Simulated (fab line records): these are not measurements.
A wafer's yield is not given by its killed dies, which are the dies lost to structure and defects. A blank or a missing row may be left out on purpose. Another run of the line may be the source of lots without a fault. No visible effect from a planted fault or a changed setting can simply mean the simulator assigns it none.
Which tool did it? ; flow berkeleyCmos170 ; 16 lots with 48 wafers sampled at 4 steps, on a route of 331 steps

## WHAT THE GAUGES READ, wafer by wafer
UCB170_PVT_TW_MEAS_09. Usual: for PVT_TW the level is 505 and the standard deviation is 4.6.
lot;measured;on;PVT_TW;flag
L272;day 7 01:59;filmMetro-04;508 510 511;
L273;day 7 19:54;filmMetro-04;509 508 509;
L274;day 7 20:23;filmMetro-03;502 499 503;
L276;day 7 20:08;filmMetro-01;506 504 505;
L278;day 8 20:35;filmMetro-04;509 512 508;
L277;day 8 20:53;filmMetro-04;510 513 513;
L279;day 9 13:42;filmMetro-01;503 502 500;
L281;day 9 13:24;filmMetro-03;499 498 499;
L280;day 9 13:27;filmMetro-01;499 500 499;
L282;day 10 10:28;filmMetro-03;497 497 500;
L283;day 10 09:58;filmMetro-04;512 515 512;
L284;day 10 10:11;filmMetro-04;511 511 511;
L285;day 10 21:54;filmMetro-01;665 663 660 660 660 661;OFF
L286;day 10 21:47;filmMetro-03;658 653 654 655 653 657;OFF
L287;day 10 22:08;filmMetro-01;666 666 663 665 664 664;OFF
L288;day 11 18:59;filmMetro-03;661 660 659 661 662 661;OFF

UCB170_NLDD_TW_MEAS_11. Usual: for NLDD_TW the level is 2195 and the standard deviation is 15.
lot;measured;on;NLDD_TW;flag
L272;day 8 05:43;filmMetro-02;2206 2204 2210;
L273;day 9 02:48;filmMetro-02;2194 2182 2186;
L274;day 9 03:07;filmMetro-02;2192 2200 2176;
L276;day 9 02:45;filmMetro-03;2182 2179 2176;
L278;day 9 20:18;filmMetro-01;2186 2178 2172;
L277;day 9 20:37;filmMetro-02;2185 2194 2196;
L279;day 10 16:49;filmMetro-02;2211 2219 2222;
L281;day 10 14:53;filmMetro-02;2212 2218 2212;
L280;day 10 16:10;filmMetro-01;2199 2199 2199;
L282;day 11 14:29;filmMetro-01;2212 2220 2217;
L283;day 11 14:47;filmMetro-03;2192 2185 2191;
L284;day 11 12:42;filmMetro-03;2190 2193 2196;
L285;day 12 01:44;filmMetro-01;2197 2193 2196;
L286;day 12 00:40;filmMetro-02;2207 2202 2206;
L287;day 12 01:23;filmMetro-03;2177 2192 2191;
L288;day 12 20:46;filmMetro-01;2206 2191 2193;

## WHAT TOOL EACH LOT RAN ON (gives the tool, then ch and the chambers of the sampled wafers, and finally the start)
lot;UCB170_NWELL_ETCH_13;UCB170_PVT_IMPLANT_07
L272;rieDiel-02 ch 0,1,3, day 2 18:02;implanter-01 ch 0, day 7 01:45
L273;rieDiel-03 ch 0,1,3, day 3 04:16;implanter-01 ch 0, day 7 19:39
L274;rieDiel-03 ch 0,2,3, day 3 04:38;implanter-02 ch 0, day 7 20:08
L276;rieDiel-04 ch 0,3, day 3 14:49;implanter-04 ch 0, day 7 19:53
L278;rieDiel-02 ch 0,2,3, day 3 22:04;implanter-02 ch 0, day 8 20:20
L277;rieDiel-02 ch 1,2,3, day 3 22:18;implanter-04 ch 0, day 8 20:41
L279;rieDiel-03 ch 0,1,3, day 4 06:31;implanter-02 ch 0, day 9 13:27
L281;rieDiel-02 ch 2,3, day 4 11:22;implanter-04 ch 0, day 9 13:07
L280;rieDiel-04 ch 0,2, day 4 11:29;implanter-01 ch 0, day 9 13:12
L282;rieDiel-02 ch 0,1,3, day 4 20:46;implanter-02 ch 0, day 10 10:13
L283;rieDiel-04 ch 1,3, day 5 04:07;implanter-02 ch 0, day 10 09:43
L284;rieDiel-03 ch 1,2,3, day 5 04:14;implanter-04 ch 0, day 10 09:56
L285;rieDiel-02 ch 1,2,3, day 5 12:07;implanter-04 ch 0, day 10 21:40
L286;rieDiel-03 ch 0,1,3, day 5 16:24;implanter-02 ch 0, day 10 21:32
L287;rieDiel-02 ch 0,2,3, day 5 16:42;implanter-01 ch 0, day 10 21:53
L288;rieDiel-02 ch 0,3, day 6 03:52;implanter-04 ch 0, day 11 18:44
- UCB170_NWELL_ETCH_13: etches Si3N4 in CH3F/Ar/O2, stops on SiO2, target depth 246.4 nm, time 154 s.
- UCB170_PVT_IMPLANT_07

## WHAT THE TOOLS THEMSELVES READ (means of the sampled wafers that have a number; where no wafer has one, the mark that the record gives instead)
UCB170_NWELL_ETCH_13. Usual: drypumpMotorCurrentA 5.5 A, standard deviation 0.47; oesProductAu 0.941 a.u., standard deviation 0.015; throttleValvePct 8.10 %, standard deviation 0.11.
lot;tool;drypumpMotorCurrentA (A);oesProductAu (a.u.);throttleValvePct (%);flag
L272;rieDiel-02;5.3;0.931;8.09;
L273;rieDiel-03;5.7;0.954;8.06;
L274;rieDiel-03;5.4;0.935;8.13;
L276;rieDiel-04;6.1;0.953;8.10;
L278;rieDiel-02;5.1;0.931;8.14;
L277;rieDiel-02;5.2;0.940;8.14;
L279;rieDiel-03;5.7;0.939;8.05;
L281;rieDiel-02;5.2;0.917;8.24;
L280;rieDiel-04;5.9;0.950;8.06;
L282;rieDiel-02;5.3;0.942;8.10;
L283;rieDiel-04;6.1;0.932;8.10;
L284;rieDiel-03;5.4;0.938;8.12;
L285;rieDiel-02;5.2;0.941;8.14;
L286;rieDiel-03;5.7;0.947;8.05;
L287;rieDiel-02;5.1;0.928;8.15;
L288;rieDiel-02;5.2;0.957;8.11;

## THE ANSWER, worked out from the rows above alone
Rule: a lot is off if the mean of its wafers that have a number lies more than 3 standard deviations from the usual mean. Also off: a lot with no number at a reading for which 4 or more lots have one. All remaining lots with rows at the step are treated as sound. After the gauges, taken in route order, come the tools' own readings; for these a lot's mean is taken, as printed above. The first step at which some lot is off is used, and at that step the reading that is off furthest; a lot without a number counts as furthest.
Off: L285, L286, L287, L288, at UCB170_PVT_TW_MEAS_09 (PVT_TW).
A tool fits if, at a process step before that reading, it ran every lot that is off, and no sound lot after the first of them. The gauges at UCB170_PVT_TW_MEAS_09 are tried like those tools. Not one of the candidates tried fits.

## WHAT THE SIMULATOR HAD PUT IN
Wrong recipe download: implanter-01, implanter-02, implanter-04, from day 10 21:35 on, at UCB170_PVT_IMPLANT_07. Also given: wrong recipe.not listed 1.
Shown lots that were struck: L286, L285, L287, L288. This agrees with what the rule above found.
